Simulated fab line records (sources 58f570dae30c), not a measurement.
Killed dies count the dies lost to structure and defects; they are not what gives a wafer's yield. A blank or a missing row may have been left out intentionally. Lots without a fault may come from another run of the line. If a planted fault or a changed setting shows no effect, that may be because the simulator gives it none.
Struck lot and sound lot, side by side	flow berkeley-cmos170	15 out of 331 route steps
Sound: these wafers, L979.3, L979.5, L979.6. Wafers struck: L975.1, L975.5, L975.6. The cause is given at the end.
At each step with rows: each side's tool, then ch and its chambers, then its first start. Under that, the readings that differ: sound wafers	struck wafers	difference of the means	sigmas: that difference in standard deviations of wafers without a fault.
alike: readings with means less than 2 such deviations apart, plus words and numbers identical on both sides. not compared: withheld readings, readings lacking a value on some wafer, bounds such as >300 that could conceal the same value, and numbers that have no deviation in the record and whose values overlap.
A row with sigmas, a row that says differs or no value, or rows on one side alone: a step with any of these is where the two part. Numbers that have no deviation but don't overlap get no sigmas and don't part them. Lack of a reading on every wafer of one side parts them only where that side has two or more wafers.

first, 2 steps without rows for these wafers: UCB170_SACOX_CLEAN_00 (cleans in dHF, time 7.5 s); UCB170_SACOX_OXIDATION_01 (target thk 14.4 nm, ox time 2400 s).
UCB170_SACOX_THK_MEAS_02:
  sound: film-metro-04 at day 7 14:26; struck: film-metro-03 at day 7 14:25
  alike: SACOX_OXIDE_THK
then, 2 steps without rows for these wafers: UCB170_SCREENOX_WET_ETCH_00 (etches SiO2 in dHF, time 200 s); UCB170_SCREENOX_OXIDATION_01 (target thk 14.4 nm, ox time 2400 s).
UCB170_SCREENOX_THK_MEAS_02:
  sound: film-metro-02 at day 7 18:37; struck: film-metro-01 at day 7 18:35
  alike: SCREENOX_OXIDE_THK
then, 6 steps without rows for these wafers: UCB170_SCREENOX_ANNEAL_03 (time 900 s); UCB170_NVT_HMDS_00 (prime time 60 s); UCB170_NVT_COAT_01 (resist thk 900 nm); UCB170_NVT_SOFTBAKE_02 (time 60 s); UCB170_NVT_EXPOSE_03 (exposes mask PWELL, target cd 3000 nm); UCB170_NVT_PEB_04.
UCB170_NVT_DEVELOP_05: develop time 45 s.
  sound on litho-track-04 ch 0, day 7 23:00; struck on litho-track-03 ch 0, day 7 22:00
reading	sound	struck	difference	sigmas
developer-temp-C (C)	21.10 20.97 21.01	20.12 20.10 19.96	-0.97	-9
UCB170_NVT_OVL_MEAS_06:
  sound: overlay-01 at day 7 23:12; struck: overlay-02 at day 7 23:04
  alike: NVT_OVL
-- the record jumps here: 2 days lie between the struck wafers' starts before and after (it left off in module NVT and takes up again in module M3, whose first step shown is number 331 of the route) --
UCB170_M3_PROBE_99:
  record: rows for the struck wafers here (prober-01, day 10 04:14), none for the sound ones

WHERE THEY PART
Earliest at UCB170_NVT_DEVELOP_05; latest, in this record, at UCB170_M3_PROBE_99.

WHY: whatever the simulator had introduced
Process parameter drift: litho-track-03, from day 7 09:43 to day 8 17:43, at UCB170_NVT_DEVELOP_05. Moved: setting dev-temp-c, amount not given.
